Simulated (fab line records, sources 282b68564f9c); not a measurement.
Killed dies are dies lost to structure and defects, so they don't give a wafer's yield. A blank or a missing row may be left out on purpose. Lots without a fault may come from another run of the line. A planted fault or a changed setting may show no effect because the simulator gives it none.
Which tool did it? | flow rit_cmos | 13 lots, 39 wafers sampled, at 2 steps of a route of 202

WHAT THE GAUGES READ, wafer by wafer
RIT_PWELL_OVL_MEAS_06.
lot  | measured    | on         | PWELL_OVL (nm)
L382 | day 1 22:21 | overlay-02 | 1.2 1.7 1.8
L383 | day 2 02:54 | overlay-01 | 1.7 4.0 3.1
L384 | day 2 08:05 | overlay-02 | -0.2 -1.4 1.1
L385 | day 2 13:16 | overlay-01 | 1.8 2.7 2.7
L386 | day 2 19:37 | overlay-01 | 1.6 0.5 -0.1
L387 | day 2 23:16 | overlay-01 | 3.3 2.5 1.2
L391 | day 3 20:06 | overlay-02 | 238.1 237.4 238.6
L392 | day 3 23:49 | overlay-01 | 240.0 240.5 239.8
L393 | day 4 04:45 | overlay-01 | 241.8 240.4 239.9
L397 | day 5 01:16 | overlay-02 | 2.4 0.6 -1.5
L401 | day 5 21:25 | overlay-01 | -1.5 -0.3 1.0
L402 | day 6 01:56 | overlay-01 | 0.7 0.2 0.3
L405 | day 6 17:19 | overlay-02 | 2.8 0.4 -0.9

WHICH TOOL RAN EACH LOT (tool, then ch and the chambers of the sampled wafers, then the start)
lot  | RIT_PWELL_EXPOSE_03
L382 | iline_stepper-01 ch 0, day 1 21:56
L383 | iline_stepper-01 ch 0, day 2 02:26
L384 | iline_stepper-01 ch 0, day 2 07:32
L385 | iline_stepper-01 ch 0, day 2 12:50
L386 | iline_stepper-02 ch 0, day 2 19:13
L387 | iline_stepper-01 ch 0, day 2 22:50
L391 | iline_stepper-02 ch 0, day 3 19:43
L392 | iline_stepper-02 ch 0, day 3 23:23
L393 | iline_stepper-02 ch 0, day 4 04:20
L397 | iline_stepper-01 ch 0, day 5 00:50
L401 | iline_stepper-01 ch 0, day 5 20:58
L402 | iline_stepper-01 ch 0, day 6 01:31
L405 | iline_stepper-01 ch 0, day 6 16:54
- RIT_PWELL_EXPOSE_03: exposes mask M3, target cd 43700 nm.

WHAT THE TOOLS THEMSELVES READ (means of the sampled wafers that have a number; where no wafer has one, the mark that the record gives instead)
The record holds no such reading with a usual standard deviation.

THE ANSWER, worked out from the rows above alone
Rule: what is usual is taken from the lots themselves. Put in order of their means at a reading, lots are off if they are a third of the lots or fewer, leave a main group of 4 or more, and stand apart from it by a gap of 3 or more times the standard deviation of the main group's means; of several such gaps the widest counts. A main group whose means are all the same, to the digits that the tables above print for the reading, isn't used. A lot without any number at a reading at which 4 lots or more have one is off too. The other lots that the step has rows for count as sound. The gauges are gone through in route order, then the tools' own readings, and for those a lot's mean is taken as printed above. The first step at which some lot is off is used, and at that step the reading that is off furthest; a lot without a number counts as furthest.
Off: L391, L392, L393, at RIT_PWELL_OVL_MEAS_06 (PWELL_OVL). The main group: mean 1.1 nm, standard deviation 1.1.
A tool fits if, at a process step before that reading, it ran every lot that is off, and no sound lot after the first of them. The gauges at RIT_PWELL_OVL_MEAS_06 are tried like those tools. One fits: iline_stepper-02 at RIT_PWELL_EXPOSE_03. Its last sound lot is L386 (day 2 19:13), its first lot that is off L391 (day 3 19:43): a fault that began between those two fits.

WHAT THE SIMULATOR HAD PUT IN
Scanner matching overlay: iline_stepper-02, from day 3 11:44 on, at RIT_PWELL_EXPOSE_03. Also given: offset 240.
Lots struck among those shown: L391, L392, L393. The rule above found the same.
